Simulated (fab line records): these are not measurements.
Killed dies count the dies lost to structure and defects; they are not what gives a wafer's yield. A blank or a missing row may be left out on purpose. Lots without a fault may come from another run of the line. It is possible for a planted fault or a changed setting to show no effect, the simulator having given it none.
Problem report, 8D (eight disciplines) form, completed by code / flow berkeley cmos170 / the parts of the form that need people (team, actions taken, sign-off) are left out

== 1. WHAT WENT WRONG ==
Wafers without a fault read 4.999e+13, standard deviation 5.5e+10; dose ions cm2 at UCB170_PLDD_IMPLANT_08 reads a mean of 5.122e+13 on 6 wafers belonging to 2 lots. Measured from the usual mean, that is +22 standard deviations.
Seen first at day 8 11:04 on implanter-03, wafer L293.2. The record holds 42 wafers of 14 lots with a number at this step. Rule for "out" (also "out of limits"): further than 4 standard deviations from the usual mean. The rest of the wafers with a number are treated as sound.

== 2. WHAT IT IS; WHAT IT IS NOT ==
question=which readings at this step | is=dose ions cm2 | is not=-
question=which lots | is=L293, L296 | is not=L284, L285, L287, L288, L289, L290, L291, L299, L301, L303, L304, L306
question=which wafers of those lots | is=all that have a number | is not=-
question=read on which tools | is=implanter-03 | is not=implanter-01, implanter-02
question=when | is=from day 8 11:04 | is not=up to then (21 sound wafers); but 15 sound wafers of L299, L301, L303, L304, L306 came after

== 3. THE SUSPECTS, EACH WITH WHAT RULES IT OUT ==
Counting: a tool stays on the suspect list if, at a process step up to the reading, it processed all lots that are out and no sound lot following the first of them.
- rie si-01 at UCB170_GATE_ETCH_15 (etches poly-Si in HBr/Cl2, stops on SiO2, time 56.3 s, target depth 278.2 nm): ruled out as a lasting fault. The sound lots L303 went through it after L293, its earliest lot that is out (day 8 07:19).
- implanter-03 at UCB170_PLDD_IMPLANT_08: kept. It ran every lot that is out, first L293 (day 8 11:04), and no sound lot after that; its last sound lot up to then is L289 (day 8 00:38). Its own readings are out on those wafers: dose ions cm2.
The count leaves implanter-03 at UCB170_PLDD_IMPLANT_08.

== 4. THE CAUSE (what the simulator had put in) ==
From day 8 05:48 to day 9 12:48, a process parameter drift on implanter-03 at UCB170_PLDD_IMPLANT_08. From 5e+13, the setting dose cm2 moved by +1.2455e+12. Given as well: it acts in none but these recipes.
Only this tool survived the counting.

== 5. SEQUENCE OF EFFECTS, ordered by route ==
One row per reading whose mean, taken over the struck wafers that have a number, lies over 3 standard deviations from the usual. Only readings for which the record gives a usual standard deviation are gone through. hours: the time from each lot's start at the first step in this table that gives one to its start at this step, as a median over the lots. sigmas: the change in usual standard deviations.
hours=0; step=UCB170_PLDD_IMPLANT_08; reading=dose ions cm2; usual=4.999e+13; on struck wafers=5.122e+13; change=+1.230e+12; sigmas=+22
hours=18; step=UCB170_SDANNEAL_RS_MEAS_04; reading=PLDD_RS; usual=1030.6 ohm/sq; on struck wafers=1022.1; change=-8.5; sigmas=-3.0
It contains these process steps:
- UCB170_PLDD_IMPLANT_08
Later measuring or inspecting steps at which every struck wafer that the step has a row for has a number for every such reading, and none has moved that far: UCB170_NLDD_CD_MEAS_06.

== 6. HOW IT WOULD HAVE BEEN CAUGHT EARLIER ==
In this record the first reading out of limits was taken at day 8 11:04, 5 hours after the fault began at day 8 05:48.
